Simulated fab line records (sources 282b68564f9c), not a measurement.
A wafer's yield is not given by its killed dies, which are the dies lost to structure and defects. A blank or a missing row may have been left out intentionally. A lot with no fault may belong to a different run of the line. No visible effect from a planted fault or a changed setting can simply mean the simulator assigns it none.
fab line records + flow rit-cmos
record
- lots=15
- wafers=45
- last-day=7
route steps=202 shown PLDD@117
lots that met no fault: taken from a fault-free run of the same line
start-h: hours from the record's opening day to when the first of the lot's shown wafers began + wait-h: hours from the lot's prior step to this one + " repeats the value in the row above + L1.1+2: one row covering several wafers at once + - no value present, or no start provided + * or withheld: withheld + < > ~ a bound
route shown NAME@n: a module of which the file shows steps, and the number in the route of the first + usual: average and standard deviation across the fault-free wafers + same: alike in all rows + chamber/n: place in a boat + sites: readings site by site + _std_site: how widely they spread, as a standard deviation + _edge_site: inner sites' mean taken away from outer sites' mean + radius-mm: for every site, how far away it sits from the centre of the wafer + mask NAME#n: copy n + behind: the most recent tool/chamber to have shaped the wafer + hold: why the lot was held/for how many hours/how that ended + device: names the non-switching transistor (n, p or np) + end of line: the tests these same wafers got at the end of their route + a step without rows: its recipe alone + killed: count of dies lost to structure and defects at first sort (not the wafer's yield) + map: a wafer's dies, x killed, . not, _ none there
set.NAME: the setting that was run; set.NAME@STEP: the one run at that earlier step + model.NAME: the simulator's own value behind a step, which no gauge read
steps of the route over a sample of lots; a table a step, a row a wafer
services: the hour from which a tool's chamber was out of use, counted from the record's first day as start-h (under 0 if before that day), plus the number of hours and why
## steps
# step RIT_PLDD_EXPOSE_03
# recipe
- mask-id=M8
- na=0.57
- target-cd-nm=40900
- dose-mj=250
# usual
- exposure-dose-mJ-cm2=249.99/0.26
- focus-offset-nm=0.0/0.47
| lot.wafer | tool             | chamber | start-h | wait-h | mask | exposure-dose-mJ-cm2 | focus-offset-nm |
|-----------|------------------|---------|---------|--------|------|----------------------|-----------------|
| L816.2    | iline-stepper-01 | 0       | 43.94   | 0.1    | M8#0 | 249.61               | 0.5             |
| L816.4    | "                | 0       | "       | "      | M8#0 | 249.64               | 0.8             |
| L816.6    | "                | 0       | "       | "      | M8#0 | 249.85               | 0.3             |
| L817.1    | iline-stepper-02 | 0       | 48.07   | 0.3    | M8#0 | 250.41               | 0.9             |
| L817.3    | "                | 0       | "       | "      | M8#0 | 250.15               | 0.2             |
| L817.5    | "                | 0       | "       | "      | M8#0 | 249.98               | 0.4             |
| L820.2    | iline-stepper-02 | 0       | 63.50   | 0.1    | M8#0 | 250.71               | 0.5             |
| L820.3    | "                | 0       | "       | "      | M8#0 | 250.38               | -0.3            |
| L820.5    | "                | 0       | "       | "      | M8#0 | 250.52               | -0.4            |
| L821.2    | iline-stepper-01 | 0       | 68.91   | 0.2    | M8#0 | 249.39               | 0.4             |
| L821.3    | "                | 0       | "       | "      | M8#0 | 249.89               | 0.2             |
| L821.5    | "                | 0       | "       | "      | M8#0 | 249.53               | 0.3             |
| L822.2    | iline-stepper-01 | 0       | 72.77   | 0.1    | M8#0 | 250.17               | -0.5            |
| L822.5    | "                | 0       | "       | "      | M8#0 | 249.80               | -1.1            |
| L822.6    | "                | 0       | "       | "      | M8#0 | 250.23               | -0.4            |
| L826.3    | iline-stepper-01 | 0       | 96.62   | 0.1    | M8#0 | 250.10               | -0.2            |
| L826.4    | "                | 0       | "       | "      | M8#0 | 250.29               | 0.1             |
| L826.5    | "                | 0       | "       | "      | M8#0 | 250.23               | -0.2            |
| L827.1    | iline-stepper-01 | -       | 97.99   | 0.1    | M8#0 | -                    | -               |
| L827.3    | "                | -       | "       | "      | M8#0 | -                    | -               |
| L827.5    | "                | -       | "       | "      | M8#0 | -                    | -               |
| L828.2    | iline-stepper-01 | -       | 103.66  | 0.1    | M8#0 | -                    | -               |
| L828.5    | "                | -       | "       | "      | M8#0 | -                    | -               |
| L828.6    | "                | -       | "       | "      | M8#0 | -                    | -               |
| L829.3    | iline-stepper-01 | -       | 110.22  | 0.1    | M8#0 | -                    | -               |
| L829.4    | "                | -       | "       | "      | M8#0 | -                    | -               |
| L829.5    | "                | -       | "       | "      | M8#0 | -                    | -               |
| L831.2    | iline-stepper-01 | 0       | 118.21  | 0.1    | M8#0 | 249.61               | -0.1            |
| L831.3    | "                | 0       | "       | "      | M8#0 | 250.13               | -1.0            |
| L831.4    | "                | 0       | "       | "      | M8#0 | 249.54               | -0.7            |
| L834.3    | iline-stepper-01 | 0       | 132.80  | 0.2    | M8#0 | 250.16               | -0.6            |
| L834.4    | "                | 0       | "       | "      | M8#0 | 250.52               | -0.3            |
| L834.5    | "                | 0       | "       | "      | M8#0 | 250.22               | 0.0             |
| L835.1    | iline-stepper-01 | 0       | 137.47  | 0.1    | M8#0 | 249.43               | -0.2            |
| L835.5    | "                | 0       | "       | "      | M8#0 | 249.69               | -0.6            |
| L835.6    | "                | 0       | "       | "      | M8#0 | 249.62               | -0.1            |
| L836.1    | iline-stepper-01 | 0       | 141.70  | 0.1    | M8#0 | 250.12               | -0.5            |
| L836.3    | "                | 0       | "       | "      | M8#0 | 250.34               | 0.1             |
| L836.6    | "                | 0       | "       | "      | M8#0 | 249.91               | -0.2            |
| L838.1    | iline-stepper-02 | 0       | 153.39  | 0.1    | M8#0 | 249.98               | -0.2            |
| L838.2    | "                | 0       | "       | "      | M8#0 | 249.99               | 0.6             |
| L838.4    | "                | 0       | "       | "      | M8#0 | 250.09               | 0.4             |
| L839.1    | iline-stepper-01 | 0       | 157.96  | 0.2    | M8#0 | 249.91               | 0.4             |
| L839.2    | "                | 0       | "       | "      | M8#0 | 250.06               | -0.3            |
| L839.3    | "                | 0       | "       | "      | M8#0 | 249.63               | -0.4            |
## services
| tool             | chamber | start-h | hours | kind        |
|------------------|---------|---------|-------|-------------|
| iline-stepper-01 | 0       | 36.84   | -     | calibration |
| iline-stepper-02 | -       | 97.56   | 2.5   | repair      |
| iline-stepper-01 | -       | 119.86  | 1.7   | pm          |
## key
first-sign
- step=RIT_PLDD_EXPOSE_03
- reading=tool-record
- direction=missing
effect none on later readings
met-at RIT_PLDD_EXPOSE_03
struck-lots L827,L828,L829
sort-left-out L827.1,L827.3,L827.5,L828.2,L828.5,L828.6,L829.3,L829.4,L829.5
tester-left-out L827,L828,L829
onset-between 96.62 97.99
fault
- kind=skipped-step-whole
- tool=iline-stepper-01
- chamber=-
- onset-h=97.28
- steps=RIT_PLDD_EXPOSE_03
- scope=struck-lots-only
# tester-left-out: of these lots the tester's yield and bins aren't shown, on N5 and GAA mostly nor the transistor test; their killed dies are dies lost to structure and defects alone, not to doping, threshold or leakage, so they don't give the yield
# sort-left-out: the simulated sort isn't trusted on such a fault, so these wafers' sort isn't shown, and their yield isn't known
